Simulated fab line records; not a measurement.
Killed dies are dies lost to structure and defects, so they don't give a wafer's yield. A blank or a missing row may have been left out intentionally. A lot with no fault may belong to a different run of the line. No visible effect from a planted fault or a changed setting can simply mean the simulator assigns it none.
fab line records | flow rit_cmos
record: lots: 5 | wafers: 15 | last_day: 6
route steps=202 shown PWELL@44 WELLDRIVE@50 NWELL@51 NRETRO@53 M1@202
lots that met no fault: taken from a fault-free run of the same line
start_h: start of the lot's first displayed wafer, in hours after the record's first day | wait_h: time in hours since the lot's previous step | " the same as in the row above | L1.1+2: a single row standing in for several wafers | - no value, or no start was given | * or withheld: withheld | < > ~ a bound
route shown NAME@n: a module of which the file shows steps, and the number in the route of the first | usual: mean and standard deviation over wafers with no fault | same: alike in all rows | chamber/n: place in a boat | sites: readings site by site | _std_site: standard deviation of those values | _edge_site: the outer-site mean with the inner-site mean subtracted | radius_mm: how far each site lies from the wafer's centre | mask NAME#n: copy n | behind: the tool/chamber that last shaped the wafer | hold: reason for holding the lot/hours on hold/outcome of the hold | device: whichever transistor did not switch (one of n, p or np) | end of line: tests of these same wafers at the route's end | where a step has no rows: the recipe by itself | killed: not the wafer's yield, but the dies lost to structure and defects at the first sort | map: shows each die of a wafer: x if killed, . if not, _ if none is there
set.NAME: the setting as run; set.NAME@STEP: as run at that earlier step | model.NAME: the simulator's own value behind a step, which no gauge read
certain route steps with their lots: each step a table, each wafer a row
services: from which hour (start_h, from the record's first day; less than 0 if before it) a tool's chamber was out of use, for how many hours, and why
== steps ==
step: RIT_PWELL_DEVELOP_05
recipe: resist: NOVOLAK | develop_time_s: 68 | dev_temp_c: 23
step: RIT_PWELL_OVL_MEAS_06
usual: PWELL_OVL: -0.6/1.3
lot.wafer | tool       | chamber | start_h | wait_h | PWELL_OVL[nm]
L899.1    | overlay-01 | -       | 21.83   | -      | -0.3
L899.3    | "          | -       | "       | "      | -0.9
L899.6    | "          | -       | "       | "      | -0.5
L902.2    | overlay-01 | -       | 37.64   | -      | -0.4
L902.4    | "          | -       | "       | "      | -1.7
L902.5    | "          | -       | "       | "      | 0.0
L906.1    | overlay-01 | -       | 57.50   | -      | 0.0
L906.2    | "          | -       | "       | "      | -1.9
L906.6    | "          | -       | "       | "      | -0.8
L911.1    | overlay-01 | -       | 82.53   | -      | -0.6
L911.4    | "          | -       | "       | "      | -1.8
L911.5    | "          | -       | "       | "      | -0.4
L916.3    | overlay-02 | -       | 107.23  | -      | -0.8
L916.4    | "          | -       | "       | "      | 1.4
L916.5    | "          | -       | "       | "      | -0.1
step: RIT_PWELL_HARDBAKE_07
recipe: resist: NOVOLAK | temp_c: 140 | time_s: 120
step: RIT_PWELL_IMPLANT_08
recipe: species: B | energy_kev: 170 | dose_cm2: 7e+13 | tilt_deg: 7.331
step: RIT_PWELL_STRIP_09
recipe: chemistry: O2 | time_s: 180 | resist: NOVOLAK | platen_temp_c: withheld | power_w: 500 | pressure_mtorr: 4000 | o2_flow_sccm: 4000
usual: drypump_motor_current_A: 5.44/0.24
lot.wafer | tool            | chamber | start_h | wait_h | drypump_motor_current_A | rf_hours_counter_h
L899.1    | plasma_asher-03 | 0       | 22.27   | 0.1    | 5.98                    | 37
L899.3    | "               | 0       | "       | "      | 5.96                    | -
L899.6    | "               | 0       | "       | "      | 5.97                    | -
L902.2    | plasma_asher-01 | 1       | 38.07   | 0.1    | 5.27                    | 40
L902.4    | "               | 0       | "       | "      | 5.36                    | -
L902.5    | "               | 1       | "       | "      | 5.27                    | -
L906.1    | plasma_asher-04 | 0       | 57.94   | 0.1    | 5.39                    | 26
L906.2    | "               | 1       | "       | "      | 5.29                    | 26
L906.6    | "               | 1       | "       | "      | 5.30                    | -
L911.1    | plasma_asher-03 | 1       | 82.96   | 0.1    | 5.38                    | 44
L911.4    | "               | 0       | "       | "      | 5.97                    | -
L911.5    | "               | 0       | "       | "      | 5.96                    | -
L916.3    | plasma_asher-04 | 1       | 107.72  | 0.1    | 5.32                    | -
L916.4    | "               | 0       | "       | "      | 5.43                    | -
L916.5    | "               | 0       | "       | "      | 5.41                    | -
step: RIT_PWELL_TW_MEAS_10
usual: PWELL_TW: 947/8.1
lot.wafer | tool          | chamber | start_h | wait_h | PWELL_TW
L899.1    | film_metro-02 | -       | 22.44   | 0.1    | 945
L899.3    | "             | -       | "       | "      | 936
L899.6    | "             | -       | "       | "      | 937
L902.2    | film_metro-03 | -       | 38.25   | 0.1    | 967
L902.4    | "             | -       | "       | "      | 967
L902.5    | "             | -       | "       | "      | 964
L906.1    | film_metro-04 | -       | 58.11   | 0.1    | 959
L906.2    | "             | -       | "       | "      | 959
L906.6    | "             | -       | "       | "      | 959
L911.1    | film_metro-02 | -       | 83.14   | 0.1    | 938
L911.4    | "             | -       | "       | "      | 934
L911.5    | "             | -       | "       | "      | 938
L916.3    | film_metro-02 | -       | 107.85  | 0.1    | 941
L916.4    | "             | -       | "       | "      | 938
L916.5    | "             | -       | "       | "      | 937
step: RIT_WELLDRIVE_ANNEAL_00
recipe: temp_c: 1100 | time_s: 14700 | ambient: N2
step: RIT_WELLDRIVE_RS_MEAS_01
recipe: thk_meas_gauge: four-point-probe
usual: NWELL_RS: 275.5/0.75
lot.wafer | tool          | chamber | start_h | wait_h | NWELL_RS[ohm/sq]
L899.1    | film_metro-03 | -       | 28.26   | 0.0    | 275.5
L899.3    | "             | -       | "       | "      | 275.6
L899.6    | "             | -       | "       | "      | 276.4
L902.2    | film_metro-04 | -       | 43.41   | 0.0    | 275.6
L902.4    | "             | -       | "       | "      | 275.5
L902.5    | "             | -       | "       | "      | 275.7
L906.1    | film_metro-02 | -       | 63.25   | 0.0    | 276.3
L906.2    | "             | -       | "       | "      | 276.0
L906.6    | "             | -       | "       | "      | 276.3
L911.1    | film_metro-03 | -       | 88.45   | 0.0    | 275.7
L911.4    | "             | -       | "       | "      | 275.6
L911.5    | "             | -       | "       | "      | 276.5
L916.3    | film_metro-04 | -       | 113.02  | 0.0    | 276.0
L916.4    | "             | -       | "       | "      | 275.2
L916.5    | "             | -       | "       | "      | 275.4
step: RIT_WELLDRIVE_RS_MEAS_02
recipe: thk_meas_gauge: four-point-probe
usual: PWELL_RS: 429.5/1.2
lot.wafer | tool          | chamber | start_h | wait_h | PWELL_RS[ohm/sq]
L899.1    | film_metro-03 | -       | 28.38   | 0.1    | 429.1
L899.3    | "             | -       | "       | "      | 428.6
L899.6    | "             | -       | "       | "      | 428.3
L902.2    | film_metro-04 | -       | 43.53   | 0.1    | 429.1
L902.4    | "             | -       | "       | "      | 428.7
L902.5    | "             | -       | "       | "      | 429.3
L906.1    | film_metro-02 | -       | 63.37   | 0.1    | 431.0
L906.2    | "             | -       | "       | "      | 431.4
L906.6    | "             | -       | "       | "      | 431.2
L911.1    | film_metro-03 | -       | 88.57   | 0.1    | 429.8
L911.4    | "             | -       | "       | "      | 429.8
L911.5    | "             | -       | "       | "      | 429.9
L916.3    | film_metro-04 | -       | 113.14  | 0.1    | 429.3
L916.4    | "             | -       | "       | "      | 428.5
L916.5    | "             | -       | "       | "      | 430.9
step: RIT_NRETRO_HMDS_00
recipe: prime_time_s: 60 | prime_temp_c: 140
step: RIT_NRETRO_COAT_01
recipe: resist: NOVOLAK | spin_rpm: 2000 | resist_thk_nm: 1300
step: RIT_NRETRO_SOFTBAKE_02
recipe: resist: NOVOLAK | temp_c: 90 | time_s: 60
step: RIT_NRETRO_EXPOSE_03
recipe: mask_id: M4 | na: 0.57 | target_cd_nm: 43900 | dose_mj: 250
lot.wafer  | tool             | chamber | start_h | wait_h | mask
L899.1+3+6 | iline_stepper-01 | 0       | 28.95   | 0.1    | M4#0
L902.2+4+5 | iline_stepper-02 | 0       | 44.22   | 0.2    | M4#0
L906.1+2+6 | iline_stepper-01 | 0       | 64.07   | 0.2    | M4_R1#0
L911.1+4+5 | iline_stepper-01 | 0       | 89.27   | 0.2    | M4#0
L916.3+4+5 | iline_stepper-01 | 0       | 113.71  | 0.1    | M4#0
step: RIT_NRETRO_PEB_04
recipe: resist: NOVOLAK | temp_c: withheld | time_s: withheld
step: RIT_M1_PROBE_99
usual: killed_at_M0_to_M3: 0.0/0.16 | killed_at_contacts: 0.1/0.25 | killed_at_front_end: 7/3.1 | killed_dies: 7/3.1 | killed_open: 3.6/2 | killed_short: 3.5/2
same: gross_dies: 264 | killed_at_M4_up: 0 | killed_at_back_side: 0 | killed_at_other: 0
lot.wafer | tool      | chamber | start_h | wait_h | killed_at_M0_to_M3 | killed_at_contacts | killed_at_front_end | killed_dies | killed_open | killed_short | model.etest.retro_edge_nmos.off_log10_a_um
L899.1    | prober-02 | -       | 56.35   | 0.1    | 0                  | 0                  | 3                   | 3           | 2           | 1            | -9.81
L899.3    | prober-02 | -       | 56.45   | 0.2    | 0                  | 0                  | 7                   | 7           | 3           | 4            | -9.838
L899.6    | prober-02 | -       | 56.60   | 0.2    | 0                  | 0                  | 4                   | 4           | 1           | 3            | -10.08
L902.2    | prober-01 | -       | 73.49   | 0.1    | 1                  | 0                  | 4                   | 5           | 1           | 4            | -10.43
L902.4    | prober-01 | -       | 73.59   | 0.2    | 0                  | 0                  | 7                   | 7           | 4           | 3            | -10.44
L902.5    | prober-01 | -       | 73.64   | 0.2    | 0                  | 0                  | 11                  | 11          | 5           | 6            | -10.25
L906.1    | prober-01 | -       | 92.55   | 0.1    | 0                  | 1                  | 4                   | 5           | 3           | 2            | -9.137
L906.2    | prober-01 | -       | 92.60   | 0.1    | 0                  | 0                  | 6                   | 6           | 4           | 2            | -8.951
L906.6    | prober-01 | -       | 92.80   | 0.2    | 0                  | 1                  | 9                   | 10          | 4           | 6            | -9.107
L911.1    | prober-02 | -       | 117.61  | 0.1    | 0                  | 0                  | 3                   | 3           | 2           | 1            | -10.38
L911.4    | prober-02 | -       | 117.76  | 0.2    | 0                  | 0                  | 2                   | 2           | 0           | 2            | -10.5
L911.5    | prober-02 | -       | 117.81  | 0.2    | 0                  | 0                  | 10                  | 10          | 3           | 7            | -10.79
L916.3    | prober-01 | -       | 142.82  | 0.2    | 0                  | 0                  | 9                   | 9           | 7           | 2            | -10.28
L916.4    | prober-01 | -       | 142.87  | 0.2    | 0                  | 0                  | 5                   | 5           | 3           | 2            | -9.95
L916.5    | prober-01 | -       | 142.92  | 0.2    | 0                  | 0                  | 10                  | 10          | 5           | 5            | -9.74
killed by level:class
L899.1 GATE:geometric_particle:open=1 REOX:geometric_particle:short=1 REOX:geometric_particle:open=1
L899.3 REOX:geometric_particle:short=2 FOX1:geometric_particle:open=1 GATE:geometric_particle:short=1 REOX:geometric_particle:open=1 SPACER:geometric_particle:open=1 SPACER:geometric_particle:short=1
L899.6 SPACER:geometric_particle:short=2 FOX1:geometric_particle:short=1 GATE:geometric_particle:open=1
L902.2 SPACER:geometric_particle:short=2 REOX:geometric_particle:short=1 SILICIDE:geometric_particle:short=1 M1:geometric_particle:open=1
L902.4 GATE:geometric_particle:open=2 FOX1:geometric_particle:short=1 REOX:geometric_particle:short=1 SPACER:geometric_particle:open=1 SILICIDE:geometric_particle:open=1 SILICIDE:geometric_particle:short=1
L902.5 GATE:geometric_particle:open=2 REOX:geometric_particle:short=2 SPACER:geometric_particle:short=2 FOX1:geometric_particle:open=1 GATE:geometric_particle:short=1 REOX:geometric_particle:open=1 SPACER:geometric_particle:open=1 SILICIDE:geometric_particle:short=1
L906.1 FOX1:geometric_particle:open=1 FOX2:geometric_particle:short=1 GATE:geometric_particle:open=1 REOX:geometric_particle:open=1 CONTACT:geometric_particle:short=1
L906.2 FOX2:geometric_particle:open=2 SPACER:geometric_particle:open=2 SPACER:geometric_particle:short=1 SILICIDE:geometric_particle:short=1
L906.6 GATE:geometric_particle:short=2 SPACER:geometric_particle:short=2 FOX2:geometric_particle:open=1 FOX2:geometric_particle:short=1 GATE:geometric_particle:open=1 REOX:geometric_particle:open=1 SPACER:geometric_particle:open=1 CONTACT:geometric_particle:short=1
L911.1 REOX:geometric_particle:open=2 SILICIDE:geometric_particle:short=1
L911.4 GATE:geometric_particle:short=1 SILICIDE:geometric_particle:short=1
L911.5 FOX1:geometric_particle:short=4 FOX1:geometric_particle:open=1 FOX2:geometric_particle:short=1 FOX2:geometric_particle:open=1 GATE:geometric_particle:short=1 REOX:geometric_particle:open=1 SILICIDE:geometric_particle:short=1
L916.3 REOX:geometric_particle:open=3 GATE:geometric_particle:open=2 FOX1:geometric_particle:open=1 GATE:geometric_particle:short=1 SPACER:geometric_particle:short=1 SILICIDE:geometric_particle:open=1
L916.4 GATE:geometric_particle:open=2 FOX1:geometric_particle:open=1 FOX2:geometric_particle:short=1 GATE:geometric_particle:short=1
L916.5 REOX:geometric_particle:open=2 GATE:geometric_particle:short=2 REOX:geometric_particle:short=2 SPACER:geometric_particle:open=2 SILICIDE:geometric_particle:open=1 SILICIDE:geometric_particle:short=1
== services ==
tool             | chamber | start_h | hours | kind
iline_stepper-02 | -       | 7.00    | 1.7   | pm
plasma_asher-04  | -       | 30.46   | 1.8   | repair
plasma_asher-04  | -       | 59.66   | 0.8   | repair
plasma_asher-01  | -       | 77.77   | 2.8   | pm
iline_stepper-02 | -       | 96.81   | 14.0  | repair
plasma_asher-01  | -       | 108.75  | 9.0   | pm
plasma_asher-01  | 0       | 108.75  | 9.0   | vent_cycle
plasma_asher-01  | 1       | 108.75  | 9.0   | vent_cycle
iline_stepper-01 | -       | 110.81  | 1.7   | pm
== key ==
first_sign: step: RIT_NRETRO_EXPOSE_03 | reading: mask | direction: changed
effect none on later readings
model_effect: step: RIT_M1_PROBE_99 | value: etest.retro_edge_nmos.off_log10_a_um | without: -10.42 | struck: -9.065
met_at RIT_NRETRO_EXPOSE_03
struck_wafers L906.1,L906.2,L906.6
tester_left_out L906
onset_between 28.95 64.07
fault: kind: wrong_mask | tool: any | chamber: - | onset_h: 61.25 | steps: RIT_NRETRO_EXPOSE_03 | aux_copy: M4_R1#0 | cd_offset_nm: 300 | scope: struck_lots_only
tester_left_out: of these lots the tester's yield and bins aren't shown, on N5 and GAA mostly nor the transistor test; their killed dies are dies lost to structure and defects alone, not to doping, threshold or leakage, so they don't give the yield
